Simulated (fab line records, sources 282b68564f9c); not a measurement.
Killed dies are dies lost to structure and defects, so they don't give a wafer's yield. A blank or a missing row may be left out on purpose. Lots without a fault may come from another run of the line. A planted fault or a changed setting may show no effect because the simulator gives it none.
fab line records | flow rit_cmos
record lots=6 wafers=18 last_day=7
route steps=202 shown PSD@143 SDANNEAL@153 M1@202
lots that met no fault: from a run of the same line without faults
start_h: hours from the record's first day to the start of the lot's first wafer shown | wait_h: hours since the lot's step before | " the same as in the row above | L1.1+2: a row that stands for several wafers | - no value, or no start given | * or withheld: withheld | < > ~ a bound
route shown NAME@n: a module of which the file shows steps, and the number in the route of the first | usual: mean/standard deviation of fault-free wafers | same: alike in all rows | chamber/n: place in a boat | sites: the reading at each site | _std_site: their standard deviation | _edge_site: outer sites' mean less inner sites' | radius_mm: how far each site lies from the wafer's centre | mask NAME#n: copy n | behind: the tool/chamber that last shaped the wafer | hold: why the lot was held/for how many hours/how that ended | device: the transistor (n, p or np) that didn't switch | end of line: the same wafers' tests at the end of the route | a step without rows: its recipe alone | killed: dies lost to structure and defects at the first sort, not the wafer's yield | map: a wafer's dies, x killed, . not, _ none there
set.NAME: the setting as run; set.NAME@STEP: as run at that earlier step | model.NAME: the simulator's own value behind a step, which no gauge read
lots at some steps of the route; a table a step, a row a wafer
services: from which hour (start_h, from the record's first day; less than 0 if before it) a tool's chamber was out of use, for how many hours, and why
## steps
# step RIT_PSD_COAT_01
# recipe resist=NOVOLAK spin_rpm=3250 resist_thk_nm=1000
# step RIT_PSD_SOFTBAKE_02
# recipe resist=NOVOLAK temp_c=90 time_s=60
# step RIT_PSD_EXPOSE_03
# recipe mask_id=M10 na=0.57 target_cd_nm=40900 dose_mj=250
# step RIT_PSD_PEB_04
# recipe resist=NOVOLAK temp_c=withheld time_s=withheld
# step RIT_PSD_DEVELOP_05
# recipe resist=NOVOLAK develop_time_s=50 dev_temp_c=23
# step RIT_PSD_OVL_MEAS_06
# usual PSD_OVL=-0.2/1.2
# columns lot.wafer tool chamber start_h wait_h PSD_OVL[nm]
L219.1 overlay-02 - 59.70 - 0.4
L219.5 " - " " 1.1
L219.6 " - " " 0.1
L229.1 overlay-01 - 110.18 - 2.1
L229.3 " - " " 0.7
L229.6 " - " " 2.5
L231.2 overlay-02 - 118.65 - -1.3
L231.3 " - " " 0.9
L231.6 " - " " -0.1
L233.2 overlay-02 - 127.70 - -1.7
L233.4 " - " " -1.2
L233.6 " - " " -0.4
L235.2 overlay-02 - 141.10 - 0.3
L235.3 " - " " -0.8
L235.6 " - " " 1.0
L240.1 overlay-02 - 165.27 - 0.0
L240.3 " - " " 1.0
L240.6 " - " " 0.5
# step RIT_PSD_HARDBAKE_07
# recipe resist=NOVOLAK temp_c=140 time_s=60
# step RIT_PSD_IMPLANT_08
# recipe species=BF2 energy_kev=27 dose_cm2=5e+15 tilt_deg=7
# step RIT_PSD_STRIP_09
# recipe chemistry=O2 time_s=180 resist=NOVOLAK platen_temp_c=withheld power_w=500 pressure_mtorr=4000 o2_flow_sccm=4000
# usual drypump_motor_current_A=5.5/0.47
# columns lot.wafer tool chamber start_h wait_h drypump_motor_current_A rf_hours_counter_h
L219.1 plasma_asher-02 1 60.04 0.1 4.9 25
L219.5 " 1 " " 4.9 -
L219.6 " 0 " " 6.1 -
L229.1 plasma_asher-03 0 110.52 0.1 5.8 49
L229.3 " 0 " " 5.8 -
L229.6 " 0 " " 5.8 -
L231.2 plasma_asher-04 1 118.98 0.1 5.7 0
L231.3 " 0 " " 5.9 -
L231.6 " 1 " " 5.7 -
L233.2 plasma_asher-03 1 128.03 0.1 4.8 51
L233.4 " 1 " " 4.8 -
L233.6 " 0 " " 5.8 -
L235.2 plasma_asher-03 1 141.43 0.1 4.8 52
L235.3 " 1 " " 4.8 -
L235.6 " 0 " " 5.8 -
L240.1 plasma_asher-02 1 165.60 0.1 4.9 37
L240.3 " 1 " " 4.9 -
L240.6 " 1 " " 4.9 -
# step RIT_PSD_TW_MEAS_10
# usual PSD_TW=3392/59
# columns lot.wafer tool chamber start_h wait_h PSD_TW
L219.1 film_metro-02 - 60.21 0.1 3443
L219.5 " - " " 3438
L219.6 " - " " 3460
L229.1 film_metro-01 - 110.69 0.1 3326
L229.3 " - " " 3315
L229.6 " - " " 3332
L231.2 film_metro-01 - 119.17 0.1 3326
L231.3 " - " " 3334
L231.6 " - " " 3330
L233.2 film_metro-01 - 128.21 0.1 3337
L233.4 " - " " 3345
L233.6 " - " " 3332
L235.2 film_metro-04 - 141.61 0.1 3457
L235.3 " - " " 3450
L235.6 " - " " 3442
L240.1 film_metro-01 - 165.78 0.1 3347
L240.3 " - " " 3346
L240.6 " - " " 3351
# step RIT_SDANNEAL_CLEAN_00
# recipe chemistry=SC1 mix=3:3:50 time_s=600 temp_c=75
# step RIT_SDANNEAL_CLEAN_01
# recipe chemistry=dHF dilution=50:1 time_s=30
# step RIT_SDANNEAL_CLEAN_02
# recipe chemistry=SC2 mix=3:3:50 time_s=600 temp_c=75 dry=n2_spin
# usual run_length_s=629/3.9
# columns lot.wafer tool chamber start_h wait_h run_length_s
L219.1 wet_bench-01 2 60.47 0.0 625
L219.5 " 2 " " 625
L219.6 " 2 " " 625
L229.1 wet_bench-01 3 110.96 0.0 663
L229.3 " 3 " " 663
L229.6 " 3 " " 663
L231.2 wet_bench-04 1 119.44 0.0 635
L231.3 " 1 " " 635
L231.6 " 1 " " 635
L233.2 wet_bench-01 0 128.46 0.0 663
L233.4 " 0 " " 663
L233.6 " 0 " " 663
L235.2 wet_bench-02 3 141.87 0.0 634
L235.3 " 3 " " 634
L235.6 " 3 " " 634
L240.1 wet_bench-02 1 166.03 0.0 625
L240.3 " 1 " " 625
L240.6 " 1 " " 625
# step RIT_SDANNEAL_RTA_03
# recipe temp_c=1050 time_s=5 idle_temp_c=600 ramp_up_c_per_s=342 ramp_down_c_per_s=171 cool_to_c=600 ambient=N2
# usual chamber_o2_ppm=2.005/0.021 wafer_temp_C_max=1053.6/1.2
# columns lot.wafer tool chamber start_h wait_h chamber_o2_ppm wafer_temp_C_max
L219.1 rtp_anneal-02 0 60.64 0.0 1.999 1052.4
L219.5 " 0 " " 2.003 1051.8
L219.6 " 0 " " 2.004 1054.8
L229.1 rtp_anneal-02 0 111.14 0.0 1.991 1054.3
L229.3 " 0 " " 2.012 1054.5
L229.6 " 0 " " 2.021 1052.9
L231.2 rtp_anneal-02 0 119.64 0.0 1.966 1053.2
L231.3 " 0 " " 1.992 1053.2
L231.6 " 0 " " 1.994 1053.1
L233.2 rtp_anneal-02 0 128.64 0.0 2.000 1052.2
L233.4 " 0 " " 2.018 1053.4
L233.6 " 0 " " 1.979 1052.2
L235.2 rtp_anneal-02 0 142.07 0.0 2.037 1053.3
L235.3 " 0 " " 2.015 1053.0
L235.6 " 0 " " 2.050 1054.2
L240.1 rtp_anneal-01 0 166.21 0.0 2.022 1052.0
L240.3 " 0 " " 2.023 1051.7
L240.6 " 0 " " 1.991 1053.3
# step RIT_M1_PROBE_99
# usual killed_at_contacts=0.1/0.32 killed_at_front_end=7/3 killed_dies=7/3 killed_open=3.4/2.2 killed_short=3.3/1.8
# same gross_dies=264 killed_at_M0_to_M3=0 killed_at_M4_up=0 killed_at_back_side=0 killed_at_other=0
# columns lot.wafer tool chamber start_h wait_h killed_at_contacts killed_at_front_end killed_dies killed_open killed_short
L229.1 prober-01 - 119.51 0.1 0 9 9 6 3
L229.3 prober-01 - 119.61 0.2 0 10 10 7 3
L229.6 prober-01 - 119.76 0.2 0 9 9 4 5
L231.2 prober-01 - 127.37 0.1 0 6 6 6 0
L231.3 prober-01 - 127.42 0.2 1 6 7 3 4
L231.6 prober-01 - 127.57 0.2 0 2 2 1 1
L235.2 prober-01 - 149.44 0.1 0 6 6 3 3
L235.3 prober-01 - 149.49 0.2 0 7 7 4 3
L235.6 prober-01 - 149.64 0.2 0 0 0 0 0
L240.1 prober-02 - 173.62 0.1 0 11 11 1 10
L240.3 prober-02 - 173.72 0.2 0 5 5 4 1
L240.6 prober-02 - 173.87 0.2 0 5 5 4 1
# killed by level:class
L229.1 FOX2:geometric_particle:open=3 GATE:geometric_particle:short=3 GATE:geometric_particle:open=2 FOX1:geometric_particle:open=1
L229.3 FOX2:geometric_particle:open=3 SILICIDE:geometric_particle:open=2 FOX1:geometric_particle:short=1 FOX2:geometric_particle:short=1 GATE:geometric_particle:open=1 GATE:geometric_particle:short=1 SPACER:geometric_particle:open=1
L229.6 GATE:geometric_particle:short=4 SILICIDE:geometric_particle:open=2 REOX:geometric_particle:short=1 FOX1:geometric_particle:open=1 GATE:geometric_particle:open=1
L231.2 GATE:geometric_particle:open=2 FOX1:geometric_particle:open=1 REOX:geometric_particle:open=1 SPACER:geometric_particle:open=1 SILICIDE:geometric_particle:open=1
L231.3 GATE:geometric_particle:open=2 REOX:geometric_particle:short=2 GATE:geometric_particle:short=1 SPACER:geometric_particle:short=1 CONTACT:geometric_particle:open=1
L231.6 FOX2:geometric_particle:open=1 SPACER:geometric_particle:short=1
L235.2 FOX1:geometric_particle:open=1 GATE:geometric_particle:short=1 REOX:geometric_particle:open=1 SPACER:geometric_particle:open=1 SPACER:geometric_particle:short=1 SILICIDE:geometric_particle:short=1
L235.3 ACTIVE:geometric_particle:open=1 FOX1:geometric_particle:open=1 GATE:geometric_particle:short=1 GATE:geometric_particle:open=1 REOX:geometric_particle:short=1 REOX:geometric_particle:open=1 SILICIDE:geometric_particle:short=1
L235.6
L240.1 GATE:geometric_particle:short=4 FOX2:geometric_particle:short=2 SPACER:geometric_particle:short=2 GATE:geometric_particle:open=1 REOX:geometric_particle:short=1 SILICIDE:geometric_particle:short=1
L240.3 GATE:geometric_particle:open=3 REOX:geometric_particle:short=1 SILICIDE:geometric_particle:open=1
L240.6 GATE:geometric_particle:open=2 REOX:geometric_particle:open=1 REOX:geometric_particle:short=1 SILICIDE:geometric_particle:open=1
## services
# columns tool chamber start_h hours kind
wet_bench-02 - 60.44 1.3 repair
wet_bench-02 - 86.55 1.9 pm
plasma_asher-04 - 108.75 9.0 pm
plasma_asher-04 0 108.75 9.0 vent_cycle
plasma_asher-04 1 108.75 9.0 vent_cycle
plasma_asher-04 0 117.75 - clean
plasma_asher-04 1 117.75 - clean
plasma_asher-03 - 145.22 4.3 pm
## key
first_sign step=RIT_SDANNEAL_CLEAN_02 reading=run_length_s direction=up sigmas=8.8 usual=* struck=*
effect none on later readings
met_at RIT_SDANNEAL_CLEAN_02
struck_wafers L229.1,L229.3,L229.6,L233.2,L233.4,L233.6
tester_left_out L229,L233
onset_between 60.47 110.96
fault kind=process_parameter_drift tool=wet_bench-01 chamber=- onset_h=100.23 steps=RIT_SDANNEAL_CLEAN_02 channel=time_s offset=* shape=step end_h=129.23 acts_in=* stated=*
# tester_left_out: of these lots the tester's yield and bins aren't shown, on N5 and GAA mostly nor the transistor test; their killed dies are dies lost to structure and defects alone, not to doping, threshold or leakage, so they don't give the yield
